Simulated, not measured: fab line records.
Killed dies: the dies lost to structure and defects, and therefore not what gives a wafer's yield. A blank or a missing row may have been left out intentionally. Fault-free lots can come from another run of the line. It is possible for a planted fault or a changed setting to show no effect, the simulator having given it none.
fab line records + flow berkeleyCmos170 + part 2 of 2: steps 25 to 33 of 33
record:
- lots: 5
- wafers: 15
- lastDay: 12
route steps=331 shown PLDD@154 NLDD@158 SPACER@171 PSD@175
lots with no fault: from the same line, run without faults
startH: hours from the record's opening day to when the first of the lot's shown wafers began + waitH: hours from the lot's prior step to this one + " identical to the entry in the row above + L1.1+2: a single row standing in for several wafers + - value missing, or start not given + * or withheld: withheld + < > ~ a bound
route shown NAME@n: names a module that has steps shown in the file, with the first one's number in the route + usual: average and standard deviation across the fault-free wafers + same: alike in all rows + chamber/n: place in a boat + sites: readings site by site + _std_site: standard deviation across them + _edge_site: mean of outer sites minus mean of inner sites + radiusMm: how far each site lies from the wafer's centre + mask NAME#n: copy n + behind: tool/chamber where the wafer was last shaped + hold: the reason the lot was held/the length of the hold in hours/how it ended + device: names the non-switching transistor (n, p or np) + end of line: at the end of the route, the tests of the same wafers + a step given without rows: its recipe and nothing more + killed: the dies lost at the first sort to structure and to defects; this is not the yield of the wafer + map: per-die view of a wafer (x killed, . not killed, _ where there is no die)
set.NAME: the setting that was run; set.NAME@STEP: the one run at that earlier step + model.NAME: the simulator's own value behind a step, which no gauge read
lots at some steps of the route; a table a step, a row a wafer
services: when a tool's chamber went out of use (startH, in hours from the record's first day, below 0 if earlier), for how many hours, and the reason
== steps ==
step: UCB170_PSD_EXPOSE_03
recipe:
- maskId: PSELECT_MOD
- na: 0.5
- sigmaOuter: 0.6
- sourceShape: conventional
- targetCdNm: 1200
- doseMj: 30
usual:
- stageVelMmS: 499.98/0.24
| lot.wafer | tool          | chamber | startH | waitH | mask          | stageVelMmS |
|-----------|---------------|---------|--------|-------|---------------|-------------|
| L078.1    | krfScanner-02 | 0       | 144.12 | 0.5   | PSELECT_MOD#0 | 499.50      |
| L078.3    | "             | 0       | "      | "     | PSELECT_MOD#0 | 499.89      |
| L078.4    | "             | 0       | "      | "     | PSELECT_MOD#0 | 500.00      |
| L086.1    | krfScanner-02 | 0       | 173.88 | 0.3   | PSELECT_MOD#0 | 500.27      |
| L086.3    | "             | 0       | "      | "     | PSELECT_MOD#0 | 500.20      |
| L086.5    | "             | 0       | "      | "     | PSELECT_MOD#0 | 499.91      |
| L090.1    | krfScanner-01 | 0       | 197.22 | 0.3   | PSELECT_MOD#0 | 499.46      |
| L090.2    | "             | 0       | "      | "     | PSELECT_MOD#0 | 499.87      |
| L090.5    | "             | 0       | "      | "     | PSELECT_MOD#0 | 499.73      |
| L094.2    | krfScanner-02 | 0       | 239.19 | 0.2   | PSELECT_MOD#0 | 499.83      |
| L094.3    | "             | 0       | "      | "     | PSELECT_MOD#0 | 499.92      |
| L094.6    | "             | 0       | "      | "     | PSELECT_MOD#0 | 500.43      |
| L097.3    | krfScanner-01 | 0       | 246.65 | 0.2   | PSELECT_MOD#0 | 499.99      |
| L097.4    | "             | 0       | "      | "     | PSELECT_MOD#0 | 500.00      |
| L097.6    | "             | 0       | "      | "     | PSELECT_MOD#0 | 499.67      |
step: UCB170_PSD_PEB_04
recipe:
- pebTempC: 130
- pebTimeS: withheld
- resist: KrF
usual:
- chillPlateTempC: 23.01/0.1
- plateTempC: 130.01/0.14
| lot.wafer | tool          | chamber | startH | waitH | chillPlateTempC | plateTempC |
|-----------|---------------|---------|--------|-------|-----------------|------------|
| L078.1    | lithoTrack-04 | 0       | 144.27 | 0.1   | 23.17           | 130.05     |
| L078.3    | "             | 0       | "      | "     | 23.02           | 130.11     |
| L078.4    | "             | 0       | "      | "     | 23.27           | 129.95     |
| L086.1    | lithoTrack-04 | 0       | 174.84 | 0.9   | 22.92           | 130.15     |
| L086.3    | "             | 0       | "      | "     | 23.08           | 130.02     |
| L086.5    | "             | 0       | "      | "     | 23.06           | 130.01     |
| L090.1    | lithoTrack-04 | 0       | 197.54 | 0.3   | 22.94           | 130.04     |
| L090.2    | "             | 0       | "      | "     | 22.95           | 129.90     |
| L090.5    | "             | 0       | "      | "     | 23.03           | 130.12     |
| L094.2    | lithoTrack-04 | 0       | 239.97 | 0.8   | 22.91           | 129.98     |
| L094.3    | "             | 0       | "      | "     | 22.84           | 130.26     |
| L094.6    | "             | 0       | "      | "     | 22.99           | 130.07     |
| L097.3    | lithoTrack-01 | 0       | 246.99 | 0.3   | 22.97           | 130.02     |
| L097.4    | "             | 0       | "      | "     | 22.96           | 129.87     |
| L097.6    | "             | 0       | "      | "     | 22.98           | 130.13     |
step: UCB170_PSD_DEVELOP_05
recipe:
- developer: TMAH
- developTimeS: 45
- resist: KrF
- devTempC: 21
usual:
- chillPlateTempC: 22.98/0.097
same:
- developTimeS: 45
| lot.wafer | tool          | chamber | startH | waitH | chillPlateTempC |
|-----------|---------------|---------|--------|-------|-----------------|
| L078.1    | lithoTrack-04 | 0       | -      | -     | 22.97           |
| L078.3    | "             | 0       | "      | "     | 22.88           |
| L078.4    | "             | 0       | "      | "     | 22.88           |
| L086.1    | lithoTrack-04 | 0       | -      | -     | 22.99           |
| L086.3    | "             | 0       | "      | "     | 22.96           |
| L086.5    | "             | 0       | "      | "     | 23.01           |
| L090.1    | lithoTrack-04 | 0       | -      | -     | 22.96           |
| L090.2    | "             | 0       | "      | "     | 22.86           |
| L090.5    | "             | 0       | "      | "     | 22.90           |
| L094.2    | lithoTrack-04 | 0       | -      | -     | 22.83           |
| L094.3    | "             | 0       | "      | "     | 22.82           |
| L094.6    | "             | 0       | "      | "     | 22.89           |
| L097.3    | lithoTrack-01 | 0       | -      | -     | 23.13           |
| L097.4    | "             | 0       | "      | "     | 22.76           |
| L097.6    | "             | 0       | "      | "     | 22.91           |
step: UCB170_PSD_CD_MEAS_06
recipe:
- targetCdNm: 1200
usual:
- cdNm: 1200.0/1.6
| lot.wafer | tool     | chamber | startH | waitH | cdNm   |
|-----------|----------|---------|--------|-------|--------|
| L078.1    | cdSem-02 | -       | 144.55 | -     | 1200.2 |
| L078.3    | "        | -       | "      | "     | 1200.6 |
| L078.4    | "        | -       | "      | "     | 1199.0 |
| L086.1    | cdSem-01 | -       | 175.11 | -     | 1200.4 |
| L086.3    | "        | -       | "      | "     | 1200.4 |
| L086.5    | "        | -       | "      | "     | 1201.8 |
| L090.1    | cdSem-02 | -       | 197.81 | -     | 1201.2 |
| L090.2    | "        | -       | "      | "     | 1201.3 |
| L090.5    | "        | -       | "      | "     | 1200.9 |
| L094.2    | cdSem-02 | -       | 240.24 | -     | 1199.5 |
| L094.3    | "        | -       | "      | "     | 1199.2 |
| L094.6    | "        | -       | "      | "     | 1199.4 |
| L097.3    | cdSem-02 | -       | 247.26 | -     | 1203.2 |
| L097.4    | "        | -       | "      | "     | 1203.0 |
| L097.6    | "        | -       | "      | "     | 1201.8 |
step: UCB170_PSD_OVL_MEAS_07
usual:
- PSD_OVL: 2/4.6
| lot.wafer | tool       | chamber | startH | waitH | PSD_OVL[nm] |
|-----------|------------|---------|--------|-------|-------------|
| L078.1    | overlay-02 | -       | 144.67 | 0.1   | -3          |
| L078.3    | "          | -       | "      | "     | -2          |
| L078.4    | "          | -       | "      | "     | 2           |
| L086.1    | overlay-01 | -       | 175.23 | 0.1   | 7           |
| L086.3    | "          | -       | "      | "     | 2           |
| L086.5    | "          | -       | "      | "     | 9           |
| L090.1    | overlay-01 | -       | 197.93 | 0.1   | 4           |
| L090.2    | "          | -       | "      | "     | 3           |
| L090.5    | "          | -       | "      | "     | 8           |
| L094.2    | overlay-02 | -       | 240.35 | 0.1   | -2          |
| L094.3    | "          | -       | "      | "     | 4           |
| L094.6    | "          | -       | "      | "     | -3          |
| L097.3    | overlay-02 | -       | 247.35 | 0.1   | -7          |
| L097.4    | "          | -       | "      | "     | -4          |
| L097.6    | "          | -       | "      | "     | -3          |
step: UCB170_PSD_IMPLANT_08
recipe:
- species: B
- doseCm2: 3e+15
- energyKev: 20
- tiltDeg: 7
usual:
- beamEnergyKeV: 19.999/0.0059
| lot.wafer | tool         | chamber | startH | waitH | beamEnergyKeV |
|-----------|--------------|---------|--------|-------|---------------|
| L078.1    | implanter-03 | 0       | 144.70 | 0.0   | 19.998        |
| L078.3    | "            | 0       | "      | "     | 20.001        |
| L078.4    | "            | 0       | "      | "     | 19.997        |
| L086.1    | implanter-01 | 0       | 175.27 | 0.0   | 19.999        |
| L086.3    | "            | 0       | "      | "     | 20.008        |
| L086.5    | "            | 0       | "      | "     | 20.004        |
| L090.1    | implanter-01 | 0       | 197.97 | 0.0   | 19.998        |
| L090.2    | "            | 0       | "      | "     | 19.993        |
| L090.5    | "            | 0       | "      | "     | 20.002        |
| L094.2    | implanter-01 | 0       | 240.40 | 0.0   | 19.999        |
| L094.3    | "            | 0       | "      | "     | 20.002        |
| L094.6    | "            | 0       | "      | "     | 20.005        |
| L097.3    | implanter-04 | 0       | 247.42 | 0.1   | 19.985        |
| L097.4    | "            | 0       | "      | "     | 19.998        |
| L097.6    | "            | 0       | "      | "     | 19.987        |
step: UCB170_PSD_STRIP_09
recipe:
- chemistry: O2
- powerW: 400
- pressureMtorr: 3500
- platenTempC: withheld
- o2FlowSccm: 400
- overashFraction: 0.5
usual:
- drypumpMotorCurrentA: 5.75/0.25
- oesProductAu: 0.601/0.005
- stripTimeToEndpointS: 29.44/0.074
| lot.wafer | tool           | chamber | startH | waitH | drypumpMotorCurrentA | oesProductAu | rfHoursCounterH | stripTimeToEndpointS |
|-----------|----------------|---------|--------|-------|----------------------|--------------|-----------------|----------------------|
| L078.1    | plasmaAsher-03 | 1       | 144.85 | 0.1   | 5.70                 | 0.599        | 44              | 29.48                |
| L078.3    | "              | 0       | "      | "     | 6.01                 | 0.606        | -               | 29.57                |
| L078.4    | "              | 1       | "      | "     | 5.74                 | 0.601        | -               | 29.56                |
| L086.1    | plasmaAsher-01 | 1       | 175.42 | 0.1   | 5.59                 | 0.605        | 41              | 29.45                |
| L086.3    | "              | 1       | "      | "     | 5.59                 | 0.605        | -               | 29.47                |
| L086.5    | "              | 0       | "      | "     | 5.51                 | 0.599        | -               | 29.48                |
| L090.1    | plasmaAsher-01 | 1       | 198.12 | 0.1   | 5.61                 | 0.609        | 43              | 29.52                |
| L090.2    | "              | 0       | "      | "     | 5.50                 | 0.597        | 43              | 29.51                |
| L090.5    | "              | 0       | "      | "     | 5.50                 | 0.602        | -               | 29.55                |
| L094.2    | plasmaAsher-04 | 1       | 240.53 | 0.1   | 6.24                 | 0.603        | 58              | 29.38                |
| L094.3    | "              | 1       | "      | "     | 6.22                 | 0.601        | -               | 29.37                |
| L094.6    | "              | 0       | "      | "     | 5.81                 | 0.602        | -               | 29.38                |
| L097.3    | plasmaAsher-01 | 1       | 247.56 | 0.1   | 5.61                 | 0.614        | -               | 29.53                |
| L097.4    | "              | 0       | "      | "     | 5.46                 | 0.593        | -               | 29.52                |
| L097.6    | "              | 1       | "      | "     | 5.59                 | 0.608        | -               | 29.39                |
step: UCB170_PSD_TW_MEAS_10
usual:
- PSD_TW: 2303/26
| lot.wafer | tool         | chamber | startH | waitH | PSD_TW |
|-----------|--------------|---------|--------|-------|--------|
| L078.1    | filmMetro-03 | -       | 144.95 | 0.1   | 2259   |
| L078.3    | "            | -       | "      | "     | 2265   |
| L078.4    | "            | -       | "      | "     | 2270   |
| L086.1    | filmMetro-03 | -       | 175.52 | 0.1   | 2271   |
| L086.3    | "            | -       | "      | "     | 2267   |
| L086.5    | "            | -       | "      | "     | 2276   |
| L090.1    | filmMetro-03 | -       | 198.22 | 0.1   | 2271   |
| L090.2    | "            | -       | "      | "     | 2264   |
| L090.5    | "            | -       | "      | "     | 2266   |
| L094.2    | filmMetro-03 | -       | 240.64 | 0.1   | 2270   |
| L094.3    | "            | -       | "      | "     | 2258   |
| L094.6    | "            | -       | "      | "     | 2262   |
| L097.3    | filmMetro-02 | -       | 247.64 | 0.1   | 2323   |
| L097.4    | "            | -       | "      | "     | 2324   |
| L097.6    | "            | -       | "      | "     | 2326   |
step: UCB170_PSD_CLEAN_11
recipe:
- chemistry: SPM
- tempC: 120
- timeS: 600
| lot.wafer  | tool        | chamber | startH | waitH |
|------------|-------------|---------|--------|-------|
| L078.1+3+4 | wetBench-03 | 3       | 145.52 | 0.6   |
| L086.1+3+5 | wetBench-04 | 2       | 175.58 | 0.1   |
| L090.1+2+5 | wetBench-02 | 0       | 198.28 | 0.1   |
| L094.2+3+6 | wetBench-03 | 0       | 240.69 | 0.0   |
| L097.3+4+6 | wetBench-03 | 3       | 247.80 | 0.2   |
== services ==
| tool           | chamber | startH | hours | kind   |
|----------------|---------|--------|-------|--------|
| krfScanner-02  | -       | 114.97 | 0.8   | pm     |
| pecvd-01       | 0       | 129.62 | 7.9   | repair |
| krfScanner-01  | -       | 134.77 | 0.6   | repair |
| krfScanner-01  | -       | 137.20 | 4.4   | pm     |
| implanter-04   | -       | 144.41 | 2.5   | repair |
| implanter-04   | -       | 156.12 | 0.8   | repair |
| rieDiel-04     | 0       | 158.09 | 3.2   | repair |
| implanter-02   | -       | 158.51 | 2.7   | repair |
| implanter-02   | -       | 178.22 | 3.1   | pm     |
| krfScanner-01  | -       | 181.55 | 1.0   | pm     |
| implanter-04   | -       | 184.65 | 0.8   | repair |
| plasmaAsher-01 | -       | 187.29 | 3.8   | repair |
| implanter-04   | -       | 191.57 | 7.3   | repair |
| rieDiel-04     | 3       | 193.43 | 1.3   | repair |
| pecvd-01       | 2       | 199.38 | 5.0   | repair |
| implanter-04   | -       | 204.06 | 4.8   | pm     |
| pecvd-01       | -       | 216.32 | 0.5   | repair |
| implanter-03   | -       | 217.59 | 6.1   | pm     |
| rieDiel-04     | -       | 222.43 | 0.9   | repair |
| implanter-01   | -       | 224.00 | 0.9   | repair |
| plasmaAsher-03 | -       | 224.28 | 4.2   | repair |
| furnace-02     | -       | 232.85 | 3.6   | pm     |
| pecvd-03       | -       | 242.50 | 14.0  | pm     |
| krfScanner-02  | -       | 242.78 | 9.8   | repair |
